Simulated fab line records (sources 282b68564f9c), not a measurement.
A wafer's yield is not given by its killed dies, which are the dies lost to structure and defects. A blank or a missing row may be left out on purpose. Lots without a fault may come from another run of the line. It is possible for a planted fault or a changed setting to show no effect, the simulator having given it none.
Struck lot and sound lot, side by side + flow rit-cmos + 20 out of 202 route steps
Sound: the wafers L584.1, L584.3, L584.6. The struck wafers were L601.2, L601.3, L601.4. The cause is named last.
At each step with rows: each side's tool, then ch and its chambers, then its first start. Under that, the readings that differ: sound wafers + struck wafers + difference of the means + sigmas: that difference in standard deviations of wafers without a fault.
alike: readings whose means differ by less than 2 such deviations, and words and numbers that are the same on both sides. not compared: withheld readings, readings that some wafer has no value for, bounds like >300 that may hide the same value, and numbers for which the record gives no deviation and whose values overlap.
Wherever a step has rows on one side only, a row that says differs or no value, or a row with sigmas, the two part there. Numbers that don't overlap but have no deviation are shown without sigmas and don't part them. Lack of a reading on every wafer of one side parts them only where that side has two or more wafers.

first, 2 steps without rows for these wafers: RIT_NWELL_HARDBAKE_07 (time 120 s); RIT_NWELL_IMPLANT_08.
RIT_NWELL_STRIP_09: strips in O2, time 180 s.
  sound on plasma-asher-02 ch 0,1, day 1 22:11; struck on plasma-asher-01 ch 0,1, day 5 11:17
  alike: drypump-motor-current-A
  not compared: rf-hours-counter-h
RIT_NWELL_TW_MEAS_10:
  sound on film-metro-02 at day 1 22:21; struck on film-metro-02 at day 5 11:28
  alike: NWELL_TW
then, 6 steps without rows for these wafers: RIT_PWELL_HMDS_00 (prime time 60 s); RIT_PWELL_COAT_01 (resist thk 1286 nm); RIT_PWELL_SOFTBAKE_02 (time 60 s); RIT_PWELL_EXPOSE_03 (exposes mask M3, target cd 43700 nm); RIT_PWELL_PEB_04; RIT_PWELL_DEVELOP_05 (develop time 68 s).
RIT_PWELL_OVL_MEAS_06:
  sound on overlay-02 at day 1 23:25; struck on overlay-01 at day 5 12:31
| reading        | sound          | struck      | difference | sigmas |
|----------------|----------------|-------------|------------|--------|
| PWELL_OVL (nm) | -3.4 -2.8 -4.0 | 0.5 0.1 1.6 | +4.1       | +3     |
then, 1 step without rows for these wafers: RIT_PWELL_HARDBAKE_07 (time 120 s).
RIT_PWELL_IMPLANT_08:
  sound on implanter-04 ch 0, day 1 23:42; struck on implanter-04 ch 0, day 5 12:50
RIT_PWELL_STRIP_09: strips in O2, time 180 s.
  sound on plasma-asher-03 ch 0,1, day 1 23:51; struck on plasma-asher-04 ch 0,1, day 5 12:57
  alike: drypump-motor-current-A
  not compared: rf-hours-counter-h
RIT_PWELL_TW_MEAS_10:
  sound on film-metro-04 at day 2 00:02; struck on film-metro-03 at day 5 13:08
| reading  | sound       | struck      | difference | sigmas |
|----------|-------------|-------------|------------|--------|
| PWELL_TW | 932 932 932 | 900 900 900 | -32        | -4     |
then, 1 step without rows for these wafers: RIT_WELLDRIVE_ANNEAL_00 (time 14700 s).
RIT_WELLDRIVE_RS_MEAS_01: uses a four-point probe to measure.
  sound on film-metro-04 at day 2 05:24; struck on film-metro-02 at day 5 18:48
  alike: NWELL_RS
RIT_WELLDRIVE_RS_MEAS_02: uses a four-point probe to measure.
  sound on film-metro-04 at day 2 05:31; struck on film-metro-02 at day 5 18:55
| reading           | sound             | struck            | difference | sigmas |
|-------------------|-------------------|-------------------|------------|--------|
| PWELL_RS (ohm/sq) | 425.9 427.9 425.7 | 460.5 461.3 460.1 | +34.1      | +28    |
then, 1 step without rows for these wafers: RIT_NRETRO_HMDS_00 (prime time 60 s).
RIT_M1_PROBE_99:
  sound on prober-02 at day 3 09:40; struck on prober-01 at day 7 02:23
| reading                                             | sound             | struck              | difference | sigmas |
|-----------------------------------------------------|-------------------|---------------------|------------|--------|
| model.etest.pwell-pinched.rs-ohm-sq-range           | 6.208 13.25 16.33 | 65.04 69.15 61.33   | +53.24     |        |
| model.etest.pwell-pinched.rs-ohm-sq                 | 463.4 452.6 449.1 | 498.1 497.7 496.1   | +42.3      |        |
| model.etest.nmos_0p15.drive-ua-um-range             | 8.838 15.02 14.6  | 48.26 50.09 48.12   | +36.00     |        |
| model.etest.pwell.rs-ohm-sq                         | 414 414.3 403.7   | 448.9 455 447.9     | +39.9      |        |
| model.etest.pwell-pinched.rs-ohm-sq-rim-less-centre | -1.954 -3.7 2.599 | -18.76 -21.7 -30.87 | -22.76     |        |
| model.etest.nmos-turned.drive-ua-um                 | 340.3 347.6 336.3 | 318.6 318.3 314     | -24.4      |        |
  alike: killed_at_M0_to_M3, killed-at-contacts, killed-at-front-end, killed-dies, killed-open, killed-short
  not compared: model.etest.nmos_0p3.r-on-ohm-um, model.etest.nmos_0p15.drive-ua-um

== WHERE THEY PART ==
Earliest at RIT_PWELL_OVL_MEAS_06; latest, in this record, at RIT_WELLDRIVE_RS_MEAS_02. Later steps at which nothing parts them and some readings are alike: RIT_M1_PROBE_99.

WHY: what had been put in by the simulator
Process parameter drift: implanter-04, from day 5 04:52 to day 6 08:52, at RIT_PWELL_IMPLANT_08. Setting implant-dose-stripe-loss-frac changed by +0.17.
